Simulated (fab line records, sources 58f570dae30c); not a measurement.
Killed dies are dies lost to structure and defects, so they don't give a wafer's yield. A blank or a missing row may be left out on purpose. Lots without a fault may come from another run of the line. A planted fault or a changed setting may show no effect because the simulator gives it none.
A sampling plan put to the test | flow berkeley_cmos170 | one fab line, 32 faults that these records tell of, each judged on the records of the lots that it struck
The plan is the line's own looks: the steps of the route at which a gauge or an inspection reads the wafer and doesn't change it. A look can be judged if struck wafers have a number there and the file gives its usual mean and standard deviation on fault-free wafers. Caught: at a look after the fault's first step, the mean of the struck wafers lies 4 or more of those standard deviations (sigma) from the usual mean. On the tool: the same test on the tool's own readings at the fault's steps. Another recipe on the struck wafers, or a record that is blank for them alone, also counts as caught.

THE FAULTS, as the simulator had put them in
1. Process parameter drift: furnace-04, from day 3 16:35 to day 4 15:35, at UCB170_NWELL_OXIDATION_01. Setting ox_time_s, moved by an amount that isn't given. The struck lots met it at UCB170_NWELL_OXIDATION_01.
2. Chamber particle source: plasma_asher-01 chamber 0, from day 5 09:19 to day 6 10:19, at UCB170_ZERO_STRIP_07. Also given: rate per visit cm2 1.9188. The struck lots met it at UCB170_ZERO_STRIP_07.
3. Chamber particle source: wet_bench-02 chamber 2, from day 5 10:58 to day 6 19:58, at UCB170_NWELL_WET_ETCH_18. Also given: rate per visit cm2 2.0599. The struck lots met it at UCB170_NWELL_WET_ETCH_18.
4. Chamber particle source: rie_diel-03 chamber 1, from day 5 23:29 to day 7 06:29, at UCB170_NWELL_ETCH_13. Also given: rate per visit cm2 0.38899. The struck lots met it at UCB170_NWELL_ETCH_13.
5. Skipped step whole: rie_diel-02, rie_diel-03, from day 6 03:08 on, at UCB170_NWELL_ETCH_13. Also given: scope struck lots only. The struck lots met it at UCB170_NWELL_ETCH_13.
6. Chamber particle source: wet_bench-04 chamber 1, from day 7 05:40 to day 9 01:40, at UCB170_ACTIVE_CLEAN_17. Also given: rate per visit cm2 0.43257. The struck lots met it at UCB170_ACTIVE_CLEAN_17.
7. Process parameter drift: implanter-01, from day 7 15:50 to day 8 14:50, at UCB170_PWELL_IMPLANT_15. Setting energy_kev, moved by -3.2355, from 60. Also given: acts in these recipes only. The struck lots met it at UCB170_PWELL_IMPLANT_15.
8. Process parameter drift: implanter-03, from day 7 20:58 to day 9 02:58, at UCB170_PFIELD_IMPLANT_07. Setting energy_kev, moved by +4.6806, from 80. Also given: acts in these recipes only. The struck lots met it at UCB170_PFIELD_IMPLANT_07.
9. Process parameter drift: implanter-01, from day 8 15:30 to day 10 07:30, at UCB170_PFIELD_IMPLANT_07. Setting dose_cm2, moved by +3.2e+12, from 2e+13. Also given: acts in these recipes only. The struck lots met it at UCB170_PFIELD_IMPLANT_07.
10. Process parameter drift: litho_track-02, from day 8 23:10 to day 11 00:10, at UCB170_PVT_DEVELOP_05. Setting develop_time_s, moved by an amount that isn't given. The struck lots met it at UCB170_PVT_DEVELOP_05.
11. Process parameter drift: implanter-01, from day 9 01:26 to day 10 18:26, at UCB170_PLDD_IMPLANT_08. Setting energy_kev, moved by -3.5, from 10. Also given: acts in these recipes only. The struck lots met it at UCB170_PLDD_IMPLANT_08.
12. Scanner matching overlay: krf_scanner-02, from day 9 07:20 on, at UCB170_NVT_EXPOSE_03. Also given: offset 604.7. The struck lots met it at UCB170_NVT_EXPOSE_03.
13. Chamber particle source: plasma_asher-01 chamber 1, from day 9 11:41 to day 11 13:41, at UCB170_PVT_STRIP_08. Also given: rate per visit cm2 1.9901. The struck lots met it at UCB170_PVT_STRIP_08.
14. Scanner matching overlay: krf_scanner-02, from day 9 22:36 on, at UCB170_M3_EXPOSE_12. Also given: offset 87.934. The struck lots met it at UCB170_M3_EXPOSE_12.
15. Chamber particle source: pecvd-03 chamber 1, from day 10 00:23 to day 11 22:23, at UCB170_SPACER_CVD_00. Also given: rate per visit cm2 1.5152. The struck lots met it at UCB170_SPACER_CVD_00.
16. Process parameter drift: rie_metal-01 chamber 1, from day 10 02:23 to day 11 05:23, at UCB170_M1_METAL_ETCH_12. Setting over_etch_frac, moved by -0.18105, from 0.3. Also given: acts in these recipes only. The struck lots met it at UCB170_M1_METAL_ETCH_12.
17. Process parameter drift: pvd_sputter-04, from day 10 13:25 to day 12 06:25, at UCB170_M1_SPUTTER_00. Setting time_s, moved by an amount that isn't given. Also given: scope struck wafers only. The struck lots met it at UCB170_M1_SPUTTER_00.
18. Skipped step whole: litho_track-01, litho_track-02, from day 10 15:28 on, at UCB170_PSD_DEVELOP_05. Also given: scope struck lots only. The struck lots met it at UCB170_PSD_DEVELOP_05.
19. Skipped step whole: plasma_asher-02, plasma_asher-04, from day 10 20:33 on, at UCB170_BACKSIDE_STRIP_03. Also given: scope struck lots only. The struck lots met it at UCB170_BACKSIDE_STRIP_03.
20. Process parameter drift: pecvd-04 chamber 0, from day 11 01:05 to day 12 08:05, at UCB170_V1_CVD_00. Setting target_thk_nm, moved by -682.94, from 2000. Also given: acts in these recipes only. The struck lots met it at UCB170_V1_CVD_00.
21. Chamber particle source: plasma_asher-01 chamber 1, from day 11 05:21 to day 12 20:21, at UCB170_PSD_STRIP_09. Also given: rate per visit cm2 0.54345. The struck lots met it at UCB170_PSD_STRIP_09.
22. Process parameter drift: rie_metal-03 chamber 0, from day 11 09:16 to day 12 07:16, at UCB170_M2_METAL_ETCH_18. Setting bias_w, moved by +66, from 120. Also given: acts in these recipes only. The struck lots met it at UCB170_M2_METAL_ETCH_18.
23. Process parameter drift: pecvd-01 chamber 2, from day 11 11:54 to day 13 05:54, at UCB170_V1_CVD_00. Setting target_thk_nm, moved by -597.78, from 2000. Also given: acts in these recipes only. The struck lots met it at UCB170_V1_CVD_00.
24. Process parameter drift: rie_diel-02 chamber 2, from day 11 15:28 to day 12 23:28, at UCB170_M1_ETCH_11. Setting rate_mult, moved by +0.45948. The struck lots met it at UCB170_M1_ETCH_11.
25. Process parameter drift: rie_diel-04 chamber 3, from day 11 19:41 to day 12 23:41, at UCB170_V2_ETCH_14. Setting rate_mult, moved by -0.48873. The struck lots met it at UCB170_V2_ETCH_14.
26. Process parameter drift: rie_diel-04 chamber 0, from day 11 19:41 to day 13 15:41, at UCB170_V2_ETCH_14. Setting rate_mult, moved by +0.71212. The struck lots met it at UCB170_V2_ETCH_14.
27. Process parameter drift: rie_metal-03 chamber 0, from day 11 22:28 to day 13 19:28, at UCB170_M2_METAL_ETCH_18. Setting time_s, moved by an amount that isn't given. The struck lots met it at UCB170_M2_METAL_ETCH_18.
28. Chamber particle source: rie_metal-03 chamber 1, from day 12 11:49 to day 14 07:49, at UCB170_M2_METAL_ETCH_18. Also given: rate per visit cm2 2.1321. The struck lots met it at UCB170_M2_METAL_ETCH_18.
29. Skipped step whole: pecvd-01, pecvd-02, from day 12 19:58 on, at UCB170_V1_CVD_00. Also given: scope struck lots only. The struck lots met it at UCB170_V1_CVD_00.
30. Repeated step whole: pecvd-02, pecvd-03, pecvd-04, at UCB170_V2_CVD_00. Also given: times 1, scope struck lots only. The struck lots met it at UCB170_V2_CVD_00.
31. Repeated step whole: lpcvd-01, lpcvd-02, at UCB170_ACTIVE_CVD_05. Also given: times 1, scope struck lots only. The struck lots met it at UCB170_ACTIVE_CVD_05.
32. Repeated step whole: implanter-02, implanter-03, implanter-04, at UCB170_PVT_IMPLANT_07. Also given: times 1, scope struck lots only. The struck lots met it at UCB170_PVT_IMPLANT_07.

WHAT THE PLAN SAW
fault | on the tool itself                               | first look that catches it                      | reading, sigma                                   | median hours from its first step to that look | hours from the fault's start to the first struck lot there | judged looks passed uncaught
1     | no reading that can be judged                    | UCB170_NWELL_THK_MEAS_02                        | NWELL_OXIDE_THK -17                              | 1.4                                           | 6                                                          | 0
2     | under 2 sigma                                    | none of the 6 looks that can be judged after it | -                                                | -                                             | -                                                          | 6
3     | no reading that can be judged                    | none of the 3 looks that can be judged after it | -                                                | -                                             | -                                                          | 3
4     | under 2 sigma                                    | not the one look that can be judged after it    | -                                                | -                                             | -                                                          | 1
5     | the tool's record is blank for the struck wafers | no look after it can be judged                  | -                                                | -                                             | -                                                          | 0
6     | no reading that can be judged                    | none of the 3 looks that can be judged after it | -                                                | -                                             | -                                                          | 3
7     | beam_energy_keV -99 or beyond sigma              | no look after it can be judged                  | -                                                | -                                             | -                                                          | 0
8     | beam_energy_keV +99 or beyond sigma              | no look after it can be judged                  | -                                                | -                                             | -                                                          | 0
9     | dose_ions_cm2 +99 or beyond sigma                | no look after it can be judged                  | -                                                | -                                             | -                                                          | 0
10    | no reading that can be judged                    | UCB170_PVT_TW_MEAS_09                           | PVT_TW -55                                       | 0.8                                           | 12                                                         | 0
11    | beam_energy_keV -99 or beyond sigma              | UCB170_PLDD_TW_MEAS_11                          | PLDD_TW -6.2                                     | 0.4                                           | 10                                                         | 0
12    | no reading that can be judged                    | UCB170_NVT_OVL_MEAS_06                          | NVT_OVL +99 or beyond                            | 1.5                                           | 1                                                          | 0
13    | under 2 sigma                                    | no look after it can be judged                  | -                                                | -                                             | -                                                          | 0
14    | no reading that can be judged                    | UCB170_M3_OVL_MEAS_16                           | M3_OVL +15                                       | 1.1                                           | 10                                                         | 1
15    | under 2 sigma                                    | none of the 7 looks that can be judged after it | -                                                | -                                             | -                                                          | 7
16    | oes_product_au +5.5 sigma                        | not the one look that can be judged after it    | strongest: cd_nm at UCB170_M1_CD_MEAS_90, +2.8   | -                                             | -                                                          | 1
17    | under 2 sigma                                    | UCB170_M1_RS_MEAS_01                            | M1_AL_RS -19                                     | 0.1                                           | 15                                                         | 0
18    | no reading that can be judged                    | no look after it can be judged                  | -                                                | -                                             | -                                                          | 0
19    | the tool's record is blank for the struck wafers | no look after it can be judged                  | -                                                | -                                             | -                                                          | 0
20    | under 2 sigma                                    | UCB170_V1_THK_MEAS_01                           | V1_TEOS_THK -28                                  | 0.2                                           | 10                                                         | 0
21    | under 2 sigma                                    | not the one look that can be judged after it    | -                                                | -                                             | -                                                          | 1
22    | bias_w +99 or beyond sigma                       | no look after it can be judged                  | -                                                | -                                             | -                                                          | 0
23    | under 2 sigma                                    | UCB170_V1_THK_MEAS_01                           | V1_TEOS_THK -25                                  | 0.2                                           | 0                                                          | 0
24    | oes_product_au +13 sigma                         | no look after it can be judged                  | -                                                | -                                             | -                                                          | 0
25    | oes_product_au -12 sigma                         | no look after it can be judged                  | -                                                | -                                             | -                                                          | 0
26    | under 2 sigma                                    | UCB170_V2_CD_MEAS_90                            | cd_nm +5.8                                       | 0.3                                           | 1                                                          | 0
27    | run_length_s +18 sigma                           | no look after it can be judged                  | -                                                | -                                             | -                                                          | 0
28    | under 2 sigma                                    | not the one look that can be judged after it    | -                                                | -                                             | -                                                          | 1
29    | the tool's record is blank for the struck wafers | not the one look that can be judged after it    | strongest: V1_BOW at UCB170_V1_BOW_MEAS_03, -3.2 | -                                             | -                                                          | 1
30    | under 2 sigma                                    | UCB170_V2_THK_MEAS_01                           | V2_TEOS_THK +80                                  | 0.5                                           | -                                                          | 0
31    | under 2 sigma                                    | UCB170_ACTIVE_THK_MEAS_06                       | ACTIVE_NITRIDE_THK +99 or beyond                 | 4.7                                           | -                                                          | 0
32    | under 2 sigma                                    | UCB170_PVT_TW_MEAS_09                           | PVT_TW +14                                       | 0.6                                           | -                                                          | 0
A dash: the fault isn't caught, or these records don't give the number.

Caught at a look: 12 of 32. Caught on the tool: 12 of 32. By one or the other: 23 of 32.
Caught on the tool alone: faults 5, 7, 8, 9, 16, 19, 22, 24, 25, 27, 29.
Caught at a look alone: faults 1, 10, 12, 14, 17, 20, 23, 26, 30, 31, 32.
Caught by neither: faults 2, 3, 4, 6, 13, 15, 18, 21, 28.

THINNER SAMPLING
If the look that catches a fault measured only every second or every third lot, by lot number, the first struck lot would be measured this late in the worst case:
fault | struck lots at that look, in order of time | every lot | every second lot | every third lot
1     | L110, L111                                 | 6 h       | 6 h              | may miss all 2
10    | L128, L130                                 | 12 h      | may miss all 2   | may miss all 2
11    | L588, L592, L594                           | 10 h      | may miss all 3   | may miss all 3
12    | L664, L663, L665, L666                     | 1 h       | 1 h              | 2 h
14    | L975, L976, L977                           | 10 h      | 11 h             | 11 h
17    | L308, L306                                 | 15 h      | may miss all 2   | may miss all 2
20    | L710, L706                                 | 10 h      | may miss all 2   | may miss all 2
23    | L238, L243, L244                           | 0 h       | 0 h              | may miss all 3
26    | L594, L592                                 | 1 h       | may miss all 2   | may miss all 2
Hours are from the fault's start to the first struck lot that is measured. The limit of 4 sigma was tested on all struck wafers together, so one lot alone may lie under it. Other struck lots may not be in these records.

THE LONGEST TIMED WAY FROM STEP TO LOOK
Fault 31: a median of 4.7 hours passes between UCB170_ACTIVE_CVD_05 and UCB170_ACTIVE_THK_MEAS_06. No look between them can be judged.
